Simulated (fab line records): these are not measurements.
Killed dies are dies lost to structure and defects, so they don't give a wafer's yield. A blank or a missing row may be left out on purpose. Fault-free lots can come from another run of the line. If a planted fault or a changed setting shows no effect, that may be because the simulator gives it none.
A lot that was struck, set against a sound lot -- flow rit_cmos -- 17 steps out of a route of 202
Sound: the wafers L805.2, L805.3, L805.4. Wafers struck: L815.1, L815.2, L815.5. Last of all comes the cause.
Order at every step that has rows: each side's tool, ch and its chambers, its first start. Under that, the readings that differ: sound wafers -- struck wafers -- difference of the means -- sigmas: that difference in standard deviations of wafers without a fault.
alike: a reading whose means differ by less than 2 such deviations, as well as words and numbers matching on both sides. not compared: withheld readings; readings where some wafer has no value; bounds like >300 that might hide an equal value; numbers whose values overlap and for which the record gives no deviation.
A row with sigmas, a row that says differs or no value, or rows on one side alone: a step with any of these is where the two part. When numbers do not overlap yet have no deviation, they are printed without sigmas and do not part them. Lack of a reading on every wafer of one side parts them only where that side has two or more wafers.

first, 4 steps without rows for these wafers: RIT_PLDD_SOFTBAKE_02 (time 60 s); RIT_PLDD_EXPOSE_03 (exposes mask M8, target cd 40900 nm); RIT_PLDD_PEB_04; RIT_PLDD_DEVELOP_05 (develop time 50 s).
RIT_PLDD_OVL_MEAS_06:
  sound: overlay-02 at day 2 19:58; struck: overlay-01 at day 4 22:07
  alike: PLDD_OVL
then, 2 steps without rows for these wafers: RIT_PLDD_HARDBAKE_07 (time 60 s); RIT_PLDD_IMPLANT_08.
RIT_PLDD_STRIP_09: strips in O2, time 180 s.
  sound on plasma_asher-02 ch 0,1, day 2 20:17; struck on plasma_asher-03 ch 0,1, day 4 22:27
  alike: drypump_motor_current_A, o2_flow_sccm
  not compared: rf_hours_counter_h
RIT_PLDD_TW_MEAS_10:
  sound: film_metro-01 at day 2 20:28; struck: film_metro-01 at day 4 22:38
  alike: PLDD_TW
then, 3 steps without rows for these wafers: RIT_SPACER_CLEAN_00 (cleans in SC1, time 600 s); RIT_SPACER_CLEAN_01 (cleans in dHF, time 30 s); RIT_SPACER_CLEAN_02 (cleans in SC2, time 600 s).
RIT_SPACER_CVD_03: deposits Si3N4 from SiH2Cl2/NH3, target thk 250 nm, time 3226 s.
  sound on lpcvd-02 ch 0, day 2 20:53; struck on lpcvd-02 ch 1, day 4 23:05
RIT_SPACER_THK_MEAS_04:
  sound: film_metro-02 at day 2 22:49; struck: film_metro-01 at day 5 01:00
reading,sound,struck,difference,sigmas
SPACER_NITRIDE_THK (nm),245.3 245.6 243.6,215.9 216.3 216.9,-28.5,-16
RIT_SPACER_ETCHBACK_05: etches Si3N4 in SF6/CHF3, stops on SiO2, target depth 250 nm, time 240 s.
  sound on rie_diel-01 ch 0,1,3, day 2 22:52; struck on rie_diel-01 ch 0,1,2, day 5 01:04
reading,sound,struck,difference,sigmas
oes_product_au (a.u.),0.825 0.856 0.824,0.782 0.750 0.760,-0.071,-5
  alike: drypump_motor_current_A, throttle_valve_pct
  not compared: rf_hours_counter_h
then, 1 step without rows for these wafers: RIT_NSD_HMDS_00 (prime time 60 s).
RIT_M1_PROBE_99:
  sound: prober-01 at day 3 10:05; struck: prober-01 at day 5 11:50
reading,sound,struck,difference,sigmas
killed_at_front_end,8 6 2,7 16 19,+9,+3
killed_dies,8 6 2,7 16 19,+9,+3
killed_open,3 3 1,7 7 11,+6,+3
  alike: killed_short

== WHERE THEY PART ==
Last at RIT_M1_PROBE_99 as far as this record goes, first at RIT_SPACER_THK_MEAS_04.

WHY: the cause the simulator had injected
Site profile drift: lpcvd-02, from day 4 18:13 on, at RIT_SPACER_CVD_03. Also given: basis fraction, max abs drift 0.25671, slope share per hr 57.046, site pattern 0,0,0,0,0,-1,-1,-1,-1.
